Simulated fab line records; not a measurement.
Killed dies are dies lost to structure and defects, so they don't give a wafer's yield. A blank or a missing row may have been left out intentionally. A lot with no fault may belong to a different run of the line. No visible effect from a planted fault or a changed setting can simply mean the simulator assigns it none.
Which of the tools did it? || flow berkeley_cmos170 || 45 wafers from 15 lots sampled at 6 of the route's 331 steps

WHAT THE GAUGES READ, wafer by wafer
UCB170_GATE_THK_MEAS_05. Usual: GATE_POLY_THK gives 214.0 nm (standard deviation 1.6).
{"lot": "L875", "measured": "day 6 11:27", "on": "film_metro-02", "GATE_POLY_THK (nm)": "212.7 211.8 211.4", "flag": ""}
{"lot": "L877", "measured": "day 6 11:31", "on": "film_metro-03", "GATE_POLY_THK (nm)": "216.3 212.5 214.1", "flag": ""}
{"lot": "L878", "measured": "day 7 03:27", "on": "film_metro-02", "GATE_POLY_THK (nm)": "214.0 216.4 214.4", "flag": ""}
{"lot": "L879", "measured": "day 7 03:26", "on": "film_metro-03", "GATE_POLY_THK (nm)": "215.0 216.4 215.2", "flag": ""}
{"lot": "L880", "measured": "day 7 03:27", "on": "film_metro-01", "GATE_POLY_THK (nm)": "213.2 213.0 213.3", "flag": ""}
{"lot": "L883", "measured": "day 8 05:35", "on": "film_metro-02", "GATE_POLY_THK (nm)": "212.6 212.9 211.7", "flag": ""}
{"lot": "L884", "measured": "day 8 05:35", "on": "film_metro-03", "GATE_POLY_THK (nm)": "215.7 213.5 215.3", "flag": ""}
{"lot": "L885", "measured": "day 8 19:51", "on": "film_metro-03", "GATE_POLY_THK (nm)": "178.4 178.6 177.4", "flag": "OFF"}
{"lot": "L886", "measured": "day 8 19:52", "on": "film_metro-02", "GATE_POLY_THK (nm)": "175.1 176.4 174.8", "flag": "OFF"}
{"lot": "L887", "measured": "day 8 19:50", "on": "film_metro-01", "GATE_POLY_THK (nm)": "177.1 176.4 178.2", "flag": "OFF"}
{"lot": "L891", "measured": "day 9 11:54", "on": "film_metro-03", "GATE_POLY_THK (nm)": "214.3 214.5 214.8", "flag": ""}
{"lot": "L890", "measured": "day 9 11:50", "on": "film_metro-03", "GATE_POLY_THK (nm)": "214.7 213.6 216.6", "flag": ""}
{"lot": "L895", "measured": "day 10 16:18", "on": "film_metro-03", "GATE_POLY_THK (nm)": "212.6 216.0 213.1", "flag": ""}
{"lot": "L897", "measured": "day 11 02:17", "on": "film_metro-01", "GATE_POLY_THK (nm)": "214.2 215.0 214.8", "flag": ""}
{"lot": "L898", "measured": "day 11 08:03", "on": "film_metro-01", "GATE_POLY_THK (nm)": "212.7 213.9 213.1", "flag": ""}

UCB170_M1_OVL_MEAS_10. Usual: M1_OVL gives 2 nm (standard deviation 5.7).
{"lot": "L875", "measured": "day 7 12:34", "on": "overlay-02", "M1_OVL (nm)": "1 9 6", "flag": ""}
{"lot": "L877", "measured": "day 7 14:11", "on": "overlay-01", "M1_OVL (nm)": "0 6 9", "flag": ""}
{"lot": "L878", "measured": "day 8 03:40", "on": "overlay-01", "M1_OVL (nm)": "-4 2 -1", "flag": ""}
{"lot": "L879", "measured": "day 8 04:26", "on": "overlay-01", "M1_OVL (nm)": "4 10 12", "flag": ""}
{"lot": "L880", "measured": "day 8 03:16", "on": "overlay-01", "M1_OVL (nm)": "6 -6 -2", "flag": ""}
{"lot": "L883", "measured": "day 9 11:20", "on": "overlay-01", "M1_OVL (nm)": "-5 2 -3", "flag": ""}
{"lot": "L884", "measured": "day 9 11:14", "on": "overlay-02", "M1_OVL (nm)": "8 6 9", "flag": ""}
{"lot": "L885", "measured": "day 9 21:01", "on": "overlay-01", "M1_OVL (nm)": "1 -1 -3", "flag": ""}
{"lot": "L886", "measured": "day 9 21:16", "on": "overlay-01", "M1_OVL (nm)": "9 8 5", "flag": ""}
{"lot": "L887", "measured": "day 9 18:40", "on": "overlay-01", "M1_OVL (nm)": "-3 -1 -2", "flag": ""}
{"lot": "L891", "measured": "day 10 14:08", "on": "overlay-01", "M1_OVL (nm)": "0 8 4", "flag": ""}
{"lot": "L890", "measured": "day 10 13:10", "on": "overlay-02", "M1_OVL (nm)": "-8 -4 -6", "flag": ""}
{"lot": "L895", "measured": "day 11 15:43", "on": "overlay-01", "M1_OVL (nm)": "1 2 9", "flag": ""}
{"lot": "L897", "measured": "day 11 23:34", "on": "overlay-02", "M1_OVL (nm)": "-6 -5 -7", "flag": ""}
{"lot": "L898", "measured": "day 12 12:32", "on": "overlay-01", "M1_OVL (nm)": "5 8 9", "flag": ""}

UCB170_M2_OVL_MEAS_16. Usual: M2_OVL gives 1 nm (standard deviation 5.1).
{"lot": "L875", "measured": "day 8 00:47", "on": "overlay-02", "M2_OVL (nm)": "7 7 6", "flag": ""}
{"lot": "L877", "measured": "day 8 02:00", "on": "overlay-02", "M2_OVL (nm)": "0 -2 -1", "flag": ""}
{"lot": "L878", "measured": "day 8 12:10", "on": "overlay-02", "M2_OVL (nm)": "3 3 4", "flag": ""}
{"lot": "L879", "measured": "day 8 12:25", "on": "overlay-01", "M2_OVL (nm)": "-11 -7 -15", "flag": ""}
{"lot": "L880", "measured": "day 8 11:49", "on": "overlay-01", "M2_OVL (nm)": "-1 -6 1", "flag": ""}
{"lot": "L883", "measured": "day 9 21:23", "on": "overlay-02", "M2_OVL (nm)": "-1 5 -2", "flag": ""}
{"lot": "L884", "measured": "day 9 21:30", "on": "overlay-01", "M2_OVL (nm)": "4 4 7", "flag": ""}
{"lot": "L885", "measured": "day 10 07:35", "on": "overlay-01", "M2_OVL (nm)": "8 4 6", "flag": ""}
{"lot": "L886", "measured": "day 10 07:29", "on": "overlay-02", "M2_OVL (nm)": "1 4 1", "flag": ""}
{"lot": "L887", "measured": "day 10 07:02", "on": "overlay-02", "M2_OVL (nm)": "-1 2 0", "flag": ""}
{"lot": "L891", "measured": "day 11 02:35", "on": "overlay-01", "M2_OVL (nm)": "10 7 10", "flag": ""}
{"lot": "L890", "measured": "day 10 20:10", "on": "overlay-02", "M2_OVL (nm)": "-4 -2 1", "flag": ""}
{"lot": "L895", "measured": "day 12 05:38", "on": "overlay-02", "M2_OVL (nm)": "1 0 -1", "flag": ""}
{"lot": "L897", "measured": "day 12 10:58", "on": "overlay-02", "M2_OVL (nm)": "4 6 0", "flag": ""}
{"lot": "L898", "measured": "day 13 00:28", "on": "overlay-01", "M2_OVL (nm)": "-6 -1 1", "flag": ""}

EACH LOT AND THE TOOL THAT RAN IT (in order: tool; ch and the chambers of the sampled wafers; start)
{"lot": "L875", "UCB170_ACTIVE_ETCH_15": "rie_diel-03 ch 0,1,3, day 4 08:17", "UCB170_GATE_CVD_04": "lpcvd-01 ch 1, day 6 10:02", "UCB170_GATE_ETCH_15": "rie_si-02 ch 1,2,3, day 6 13:34"}
{"lot": "L877", "UCB170_ACTIVE_ETCH_15": "rie_diel-04 ch 0,2, day 4 13:03", "UCB170_GATE_CVD_04": "lpcvd-01 ch 0, day 6 10:02", "UCB170_GATE_ETCH_15": "rie_si-02 ch 0,1,3, day 6 13:49"}
{"lot": "L878", "UCB170_ACTIVE_ETCH_15": "rie_diel-03 ch 0,1,3, day 5 05:21", "UCB170_GATE_CVD_04": "lpcvd-01 ch 1, day 7 02:02", "UCB170_GATE_ETCH_15": "rie_si-02 ch 0,2,3, day 7 04:58"}
{"lot": "L879", "UCB170_ACTIVE_ETCH_15": "rie_diel-04 ch 0,1,3, day 5 05:35", "UCB170_GATE_CVD_04": "lpcvd-01 ch 1, day 7 02:02", "UCB170_GATE_ETCH_15": "rie_si-01 ch 0,1,2, day 7 04:40"}
{"lot": "L880", "UCB170_ACTIVE_ETCH_15": "rie_diel-02 ch 2,3, day 5 05:43", "UCB170_GATE_CVD_04": "lpcvd-01 ch 1, day 7 02:02", "UCB170_GATE_ETCH_15": "rie_si-01 ch 0,2,3, day 7 05:14"}
{"lot": "L883", "UCB170_ACTIVE_ETCH_15": "rie_diel-03 ch 2,3, day 6 00:33", "UCB170_GATE_CVD_04": "lpcvd-02 ch 0, day 8 04:10", "UCB170_GATE_ETCH_15": "rie_si-01 ch 0,3, day 8 07:14"}
{"lot": "L884", "UCB170_ACTIVE_ETCH_15": "rie_diel-02 ch 0,1,2, day 6 09:35", "UCB170_GATE_CVD_04": "lpcvd-02 ch 0, day 8 04:10", "UCB170_GATE_ETCH_15": "rie_si-02 ch 0,1,3, day 8 06:52"}
{"lot": "L885", "UCB170_ACTIVE_ETCH_15": "rie_diel-02 ch 0,1,2, day 6 17:05", "UCB170_GATE_CVD_04": "lpcvd-02 ch 1, day 8 17:41", "UCB170_GATE_ETCH_15": "rie_si-02 ch 0,1, day 8 21:20"}
{"lot": "L886", "UCB170_ACTIVE_ETCH_15": "rie_diel-03 ch 0,2,3, day 6 17:22", "UCB170_GATE_CVD_04": "lpcvd-02 ch 1, day 8 17:41", "UCB170_GATE_ETCH_15": "rie_si-02 ch 0,1,2, day 8 21:05"}
{"lot": "L887", "UCB170_ACTIVE_ETCH_15": "rie_diel-03 ch 0,1, day 6 21:13", "UCB170_GATE_CVD_04": "lpcvd-02 ch 1, day 8 17:41", "UCB170_GATE_ETCH_15": "rie_si-01 ch 0,1,3, day 8 21:10"}
{"lot": "L891", "UCB170_ACTIVE_ETCH_15": "rie_diel-03 ch 0,2,3, day 7 20:52", "UCB170_GATE_CVD_04": "lpcvd-01 ch 0, day 9 10:26", "UCB170_GATE_ETCH_15": "rie_si-02 ch 2,3, day 9 13:18"}
{"lot": "L890", "UCB170_ACTIVE_ETCH_15": "rie_diel-04 ch 1,2,3, day 7 21:08", "UCB170_GATE_CVD_04": "lpcvd-01 ch 1, day 9 10:26", "UCB170_GATE_ETCH_15": "rie_si-02 ch 1,3, day 9 13:04"}
{"lot": "L895", "UCB170_ACTIVE_ETCH_15": "rie_diel-04 ch 0,2,3, day 8 16:49", "UCB170_GATE_CVD_04": "lpcvd-02 ch 0, day 10 14:52", "UCB170_GATE_ETCH_15": "rie_si-02 ch 0,2,3, day 10 17:39"}
{"lot": "L897", "UCB170_ACTIVE_ETCH_15": "rie_diel-02 ch 0,1, day 9 02:00", "UCB170_GATE_CVD_04": "lpcvd-02 ch 0, day 11 00:53", "UCB170_GATE_ETCH_15": "rie_si-02 ch 1,2,3, day 11 03:23"}
{"lot": "L898", "UCB170_ACTIVE_ETCH_15": "rie_diel-03 ch 0,3, day 9 06:29", "UCB170_GATE_CVD_04": "lpcvd-02 ch 0, day 11 06:38", "UCB170_GATE_ETCH_15": "rie_si-02 ch 0,1,3, day 11 09:58"}
- UCB170_ACTIVE_ETCH_15: etches Si3N4 in CH3F/Ar/O2, stops on SiO2, target depth 242 nm, time 151 s.
- UCB170_GATE_CVD_04: deposits poly-Si from SiH4, time 1440 s, target thk 214 nm.
- UCB170_GATE_ETCH_15: etches poly-Si in HBr/Cl2, stops on SiO2, time 56.3 s, target depth 278.2 nm.

AS READ BY THE TOOLS THEMSELVES (means over the sampled wafers that have a number; for cases with no such wafer, the mark the record gives instead)
UCB170_ACTIVE_ETCH_15. Usual: drypump_motor_current_A 5.48 A, standard deviation 0.29; oes_product_au 0.935 a.u., standard deviation 0.018; throttle_valve_pct 8.11 %, standard deviation 0.14.
{"lot": "L875", "tool": "rie_diel-03", "drypump_motor_current_A (A)": 5.49, "oes_product_au (a.u.)": 0.922, "throttle_valve_pct (%)": 8.11, "flag": ""}
{"lot": "L877", "tool": "rie_diel-04", "drypump_motor_current_A (A)": 5.48, "oes_product_au (a.u.)": 0.944, "throttle_valve_pct (%)": 8.02, "flag": ""}
{"lot": "L878", "tool": "rie_diel-03", "drypump_motor_current_A (A)": 5.48, "oes_product_au (a.u.)": 0.921, "throttle_valve_pct (%)": 8.10, "flag": ""}
{"lot": "L879", "tool": "rie_diel-04", "drypump_motor_current_A (A)": 5.34, "oes_product_au (a.u.)": 0.952, "throttle_valve_pct (%)": 8.16, "flag": ""}
{"lot": "L880", "tool": "rie_diel-02", "drypump_motor_current_A (A)": 5.11, "oes_product_au (a.u.)": 0.932, "throttle_valve_pct (%)": 8.01, "flag": ""}
{"lot": "L883", "tool": "rie_diel-03", "drypump_motor_current_A (A)": 5.72, "oes_product_au (a.u.)": 0.946, "throttle_valve_pct (%)": 8.18, "flag": ""}
{"lot": "L884", "tool": "rie_diel-02", "drypump_motor_current_A (A)": 5.54, "oes_product_au (a.u.)": 0.936, "throttle_valve_pct (%)": 8.17, "flag": ""}
{"lot": "L885", "tool": "rie_diel-02", "drypump_motor_current_A (A)": 5.51, "oes_product_au (a.u.)": 0.930, "throttle_valve_pct (%)": 8.16, "flag": ""}
{"lot": "L886", "tool": "rie_diel-03", "drypump_motor_current_A (A)": 5.65, "oes_product_au (a.u.)": 0.935, "throttle_valve_pct (%)": 8.09, "flag": ""}
{"lot": "L887", "tool": "rie_diel-03", "drypump_motor_current_A (A)": 5.49, "oes_product_au (a.u.)": 0.931, "throttle_valve_pct (%)": 8.12, "flag": ""}
{"lot": "L891", "tool": "rie_diel-03", "drypump_motor_current_A (A)": 5.69, "oes_product_au (a.u.)": 0.937, "throttle_valve_pct (%)": 8.08, "flag": ""}
{"lot": "L890", "tool": "rie_diel-04", "drypump_motor_current_A (A)": 5.40, "oes_product_au (a.u.)": 0.927, "throttle_valve_pct (%)": 8.12, "flag": ""}
{"lot": "L895", "tool": "rie_diel-04", "drypump_motor_current_A (A)": 5.34, "oes_product_au (a.u.)": 0.932, "throttle_valve_pct (%)": 8.05, "flag": ""}
{"lot": "L897", "tool": "rie_diel-02", "drypump_motor_current_A (A)": 5.80, "oes_product_au (a.u.)": 0.923, "throttle_valve_pct (%)": 8.22, "flag": ""}
{"lot": "L898", "tool": "rie_diel-03", "drypump_motor_current_A (A)": 5.50, "oes_product_au (a.u.)": 0.926, "throttle_valve_pct (%)": 8.10, "flag": ""}

UCB170_GATE_CVD_04. Usual: susceptor_temp_C 610.0 C, standard deviation 0.31; zone_power_load_pct 11.0 %, standard deviation 0.5.
{"lot": "L875", "tool": "lpcvd-01", "susceptor_temp_C (C)": 610.2, "zone_power_load_pct (%)": 11.3, "flag": ""}
{"lot": "L877", "tool": "lpcvd-01", "susceptor_temp_C (C)": 609.9, "zone_power_load_pct (%)": 10.9, "flag": ""}
{"lot": "L878", "tool": "lpcvd-01", "susceptor_temp_C (C)": 610.2, "zone_power_load_pct (%)": 11.5, "flag": ""}
{"lot": "L879", "tool": "lpcvd-01", "susceptor_temp_C (C)": 610.0, "zone_power_load_pct (%)": 11.4, "flag": ""}
{"lot": "L880", "tool": "lpcvd-01", "susceptor_temp_C (C)": 610.3, "zone_power_load_pct (%)": 11.5, "flag": ""}
{"lot": "L883", "tool": "lpcvd-02", "susceptor_temp_C (C)": 610.4, "zone_power_load_pct (%)": 11.3, "flag": ""}
{"lot": "L884", "tool": "lpcvd-02", "susceptor_temp_C (C)": 610.4, "zone_power_load_pct (%)": 11.2, "flag": ""}
{"lot": "L885", "tool": "lpcvd-02", "susceptor_temp_C (C)": 610.0, "zone_power_load_pct (%)": 10.3, "flag": ""}
{"lot": "L886", "tool": "lpcvd-02", "susceptor_temp_C (C)": 610.2, "zone_power_load_pct (%)": 10.2, "flag": ""}
{"lot": "L887", "tool": "lpcvd-02", "susceptor_temp_C (C)": 610.0, "zone_power_load_pct (%)": 10.4, "flag": ""}
{"lot": "L891", "tool": "lpcvd-01", "susceptor_temp_C (C)": 609.8, "zone_power_load_pct (%)": 10.9, "flag": ""}
{"lot": "L890", "tool": "lpcvd-01", "susceptor_temp_C (C)": 610.2, "zone_power_load_pct (%)": 11.5, "flag": ""}
{"lot": "L895", "tool": "lpcvd-02", "susceptor_temp_C (C)": 609.9, "zone_power_load_pct (%)": 11.4, "flag": ""}
{"lot": "L897", "tool": "lpcvd-02", "susceptor_temp_C (C)": 609.4, "zone_power_load_pct (%)": 11.4, "flag": ""}
{"lot": "L898", "tool": "lpcvd-02", "susceptor_temp_C (C)": 610.4, "zone_power_load_pct (%)": 11.2, "flag": ""}

UCB170_GATE_ETCH_15. Usual: drypump_motor_current_A 5.7 A, standard deviation 0.47; oes_product_au 0.828 a.u., standard deviation 0.015; throttle_valve_pct 26.37 %, standard deviation 0.25.
{"lot": "L875", "tool": "rie_si-02", "drypump_motor_current_A (A)": 5.8, "oes_product_au (a.u.)": 0.824, "throttle_valve_pct (%)": 26.54, "flag": ""}
{"lot": "L877", "tool": "rie_si-02", "drypump_motor_current_A (A)": 6.0, "oes_product_au (a.u.)": 0.831, "throttle_valve_pct (%)": 26.45, "flag": ""}
{"lot": "L878", "tool": "rie_si-02", "drypump_motor_current_A (A)": 5.7, "oes_product_au (a.u.)": 0.828, "throttle_valve_pct (%)": 26.34, "flag": ""}
{"lot": "L879", "tool": "rie_si-01", "drypump_motor_current_A (A)": 5.6, "oes_product_au (a.u.)": 0.836, "throttle_valve_pct (%)": 26.32, "flag": ""}
{"lot": "L880", "tool": "rie_si-01", "drypump_motor_current_A (A)": 5.8, "oes_product_au (a.u.)": 0.826, "throttle_valve_pct (%)": 26.36, "flag": ""}
{"lot": "L883", "tool": "rie_si-01", "drypump_motor_current_A (A)": 5.8, "oes_product_au (a.u.)": 0.811, "throttle_valve_pct (%)": 26.24, "flag": ""}
{"lot": "L884", "tool": "rie_si-02", "drypump_motor_current_A (A)": 6.0, "oes_product_au (a.u.)": 0.835, "throttle_valve_pct (%)": 26.45, "flag": ""}
{"lot": "L885", "tool": "rie_si-02", "drypump_motor_current_A (A)": 5.9, "oes_product_au (a.u.)": 0.737, "throttle_valve_pct (%)": 26.57, "flag": "OFF"}
{"lot": "L886", "tool": "rie_si-02", "drypump_motor_current_A (A)": 5.6, "oes_product_au (a.u.)": 0.722, "throttle_valve_pct (%)": 26.46, "flag": "OFF"}
{"lot": "L887", "tool": "rie_si-01", "drypump_motor_current_A (A)": 5.6, "oes_product_au (a.u.)": 0.727, "throttle_valve_pct (%)": 26.20, "flag": "OFF"}
{"lot": "L891", "tool": "rie_si-02", "drypump_motor_current_A (A)": 5.5, "oes_product_au (a.u.)": 0.821, "throttle_valve_pct (%)": 26.39, "flag": ""}
{"lot": "L890", "tool": "rie_si-02", "drypump_motor_current_A (A)": 6.1, "oes_product_au (a.u.)": 0.835, "throttle_valve_pct (%)": 26.61, "flag": ""}
{"lot": "L895", "tool": "rie_si-02", "drypump_motor_current_A (A)": 5.7, "oes_product_au (a.u.)": 0.824, "throttle_valve_pct (%)": 26.31, "flag": ""}
{"lot": "L897", "tool": "rie_si-02", "drypump_motor_current_A (A)": 5.8, "oes_product_au (a.u.)": 0.826, "throttle_valve_pct (%)": 26.50, "flag": ""}
{"lot": "L898", "tool": "rie_si-02", "drypump_motor_current_A (A)": 6.0, "oes_product_au (a.u.)": 0.827, "throttle_valve_pct (%)": 26.43, "flag": ""}

THE ANSWER, worked out from the rows above alone
Rule: lot off if the mean of its wafers having a number is beyond 3 standard deviations from the usual mean. Also off: a lot with no number at a reading for which 4 or more lots have one. The other lots that the step has rows for count as sound. After the gauges, taken in route order, come the tools' own readings; for these a lot's mean is taken, as printed above. At the first step where some lot is off, the reading lying furthest off is the one used; lots without a number count as furthest.
Off: L885, L886, L887, seen at UCB170_GATE_THK_MEAS_05 (GATE_POLY_THK).
If a tool, at a process step before that reading, ran all the lots that are off and no sound lot after the first of them, it fits. The gauges at UCB170_GATE_THK_MEAS_05 aren't tried: what is off there is off at UCB170_GATE_ETCH_15 too, on other tools, and a gauge's error can't cause that. None of those tried fits.

WHAT THE SIMULATOR HAD INSERTED
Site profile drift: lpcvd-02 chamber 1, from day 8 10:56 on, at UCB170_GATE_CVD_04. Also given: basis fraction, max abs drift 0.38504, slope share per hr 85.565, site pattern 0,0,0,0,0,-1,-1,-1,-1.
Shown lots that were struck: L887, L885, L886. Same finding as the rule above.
